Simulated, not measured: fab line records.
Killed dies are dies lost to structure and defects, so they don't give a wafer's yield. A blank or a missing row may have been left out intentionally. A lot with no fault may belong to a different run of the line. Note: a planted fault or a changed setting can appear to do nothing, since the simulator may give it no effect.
Which of the tools did it? + flow berkeley-cmos170 + Sampling: 14 lots, 42 wafers, 4 of 331 route steps

WHAT THE GAUGES SHOWED, per wafer
UCB170_NVT_OVL_MEAS_06. Usual: NVT_OVL 1 nm, standard deviation 5.7.
| lot  | measured     | on         | NVT_OVL (nm) | flag |
|------|--------------|------------|--------------|------|
| L425 | day 6 20:02  | overlay-01 | 1 1 9        |      |
| L424 | day 6 20:14  | overlay-01 | -4 -7 -3     |      |
| L426 | day 7 09:51  | overlay-01 | 5 1 3        |      |
| L428 | day 7 10:10  | overlay-01 | 2 -6 0       |      |
| L430 | day 7 10:34  | overlay-02 | -5 -6 -3     |      |
| L427 | day 7 10:52  | overlay-01 | 1 2 8        |      |
| L431 | day 7 21:32  | overlay-02 | -1 -5 -3     |      |
| L433 | day 7 21:46  | overlay-02 | -14 -5 -12   |      |
| L437 | day 8 18:30  | overlay-01 | 6 0 2        |      |
| L440 | day 9 12:46  | overlay-01 | 6 9 2        |      |
| L438 | day 9 13:15  | overlay-01 | 13 7 9       |      |
| L441 | day 9 19:14  | overlay-01 | 4 1 8        |      |
| L444 | day 10 13:45 | overlay-02 | -5 -1 0      |      |
| L447 | day 10 23:48 | overlay-01 | 0 0 -4       |      |

UCB170_V2_OVL_MEAS_13. Usual: V2_OVL -2 nm, standard deviation 5.8.
| lot  | measured     | on         | V2_OVL (nm) | flag |
|------|--------------|------------|-------------|------|
| L425 | day 9 08:50  | overlay-02 | 5 3 4       |      |
| L424 | day 9 12:20  | overlay-01 | 3 0 6       |      |
| L426 | day 10 01:44 | overlay-01 | 2 7 0       |      |
| L428 | day 10 01:01 | overlay-02 | -3 6 3      |      |
| L430 | day 10 05:45 | overlay-01 | -8 -6 -7    |      |
| L427 | day 10 05:15 | overlay-02 | -4 -3 -2    |      |
| L431 | day 10 16:17 | overlay-02 | -7 -2 -5    |      |
| L433 | day 10 21:19 | overlay-02 | -17 -12 -14 |      |
| L437 | day 11 05:20 | overlay-01 | 1 5 6       |      |
| L440 | day 11 21:49 | overlay-01 | -5 -7 -8    |      |
| L438 | day 11 20:11 | overlay-02 | -12 -11 -13 |      |
| L441 | day 11 23:47 | overlay-01 | 0 0 1       |      |
| L444 | day 13 00:05 | overlay-01 | -13 -11 -7  |      |
| L447 | day 13 05:52 | overlay-01 | -4 0 2      |      |

UCB170_M3_CD_MEAS_90: target cd 700 nm. Usual: cd-nm 700.2 nm, standard deviation 2.5.
| lot  | measured     | on        | cd-nm (nm)        | flag |
|------|--------------|-----------|-------------------|------|
| L425 | day 9 16:31  | cd-sem-02 | 701.4 703.3 699.6 |      |
| L424 | day 9 17:25  | cd-sem-02 | 699.4 704.5 701.5 |      |
| L426 | day 10 05:52 | cd-sem-01 | 699.8 701.3 697.6 |      |
| L428 | day 10 05:47 | cd-sem-01 | 699.7 694.2 701.4 |      |
| L430 | day 10 09:08 | cd-sem-02 | 701.3 702.9 701.0 |      |
| L427 | day 10 08:42 | cd-sem-02 | 700.7 698.3 696.6 |      |
| L431 | day 10 19:15 | cd-sem-01 | 700.4 700.0 696.9 |      |
| L433 | day 11 01:54 | cd-sem-01 | 699.4 697.8 697.6 |      |
| L437 | day 11 08:10 | cd-sem-01 | 697.7 698.9 700.3 |      |
| L440 | day 12 00:45 | cd-sem-02 | 699.2 705.3 703.3 |      |
| L438 | day 11 23:20 | cd-sem-02 | 696.8 697.6 696.5 |      |
| L441 | day 12 03:02 | cd-sem-02 | 699.1 695.0 700.4 |      |
| L444 | day 13 02:56 | cd-sem-02 | 699.5 700.0 699.4 |      |
| L447 | day 13 09:25 | cd-sem-01 | 696.6 694.4 699.6 |      |

WHICH TOOL RAN EACH LOT (tool, then ch and the chambers of the sampled wafers, then the start)
| lot  | UCB170_M2_SOFTBAKE_11             |
|------|-----------------------------------|
| L425 | litho-track-01 ch 0, day 9 00:00  |
| L424 | litho-track-01 ch 0, day 9 05:00  |
| L426 | litho-track-04 ch 0, day 9 21:00  |
| L428 | litho-track-02 ch 0, day 9 20:00  |
| L430 | litho-track-02 ch 0, day 9 23:00  |
| L427 | litho-track-02 ch 0, day 9 23:00  |
| L431 | litho-track-02 ch 0, day 10 11:00 |
| L433 | litho-track-01 ch 0, day 10 16:00 |
| L437 | litho-track-04 ch 0, day 11 01:00 |
| L440 | litho-track-04 ch 0, day 11 18:00 |
| L438 | litho-track-04 ch 0, day 11 16:00 |
| L441 | litho-track-04 ch 0, day 11 20:00 |
| L444 | litho-track-04 ch 0, day 12 20:00 |
| L447 | litho-track-02 ch 0, day 13 02:00 |
- UCB170_M2_SOFTBAKE_11: time 60 s.

WHAT THE TOOLS THEMSELVES READ (means of the sampled wafers that have a number; where no wafer has one, the mark that the record gives instead)
UCB170_M2_SOFTBAKE_11. Usual: run-length-s 89.15 s, standard deviation 0.17.
| lot  | tool           | run-length-s (s) | flag |
|------|----------------|------------------|------|
| L425 | litho-track-01 | 89.24            |      |
| L424 | litho-track-01 | 89.17            |      |
| L426 | litho-track-04 | 88.99            |      |
| L428 | litho-track-02 | 89.33            |      |
| L430 | litho-track-02 | 89.35            |      |
| L427 | litho-track-02 | 89.33            |      |
| L431 | litho-track-02 | 89.27            |      |
| L433 | litho-track-01 | 89.07            |      |
| L437 | litho-track-04 | 88.95            |      |
| L440 | litho-track-04 | 89.02            |      |
| L438 | litho-track-04 | 88.86            |      |
| L441 | litho-track-04 | 115.95           | OFF  |
| L444 | litho-track-04 | 115.85           | OFF  |
| L447 | litho-track-02 | 89.26            |      |

THE ANSWER, worked out from the rows above alone
Rule: a lot counts as off when the mean over its wafers that have a number is more than 3 standard deviations away from the usual mean. A lot without any number at a reading at which 4 lots or more have one is off too. Any other lot the step has rows for is counted as sound. After the gauges, taken in route order, come the tools' own readings; for these a lot's mean is taken, as printed above. The first step at which some lot is off is used, and at that step the reading that is off furthest; a lot without a number counts as furthest.
Off at UCB170_M2_SOFTBAKE_11 (run-length-s): L441, L444.
If a tool, at that step or one of the process steps before it, ran each lot that is off and ran no sound lot following the first of them, it fits. One fits: UCB170_M2_SOFTBAKE_11 on litho-track-04. Its last sound lot is L440 (day 11 18:00), its first lot that is off L441 (day 11 20:00): a fault that began between those two fits.
On the lots that are off, the tool's own readings at UCB170_M2_SOFTBAKE_11 differ by more than 5 times the standard deviation of the sound lots' means, which bears it out; run-length-s reads 115.90 s there versus 89.15 s on the sound lots.

WHAT THE SIMULATOR HAD PUT IN
Process parameters drifting: litho-track-04 at UCB170_M2_SOFTBAKE_11, beginning at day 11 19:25. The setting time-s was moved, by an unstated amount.
Lots struck among those shown: L441, L444. Same finding as the rule above.
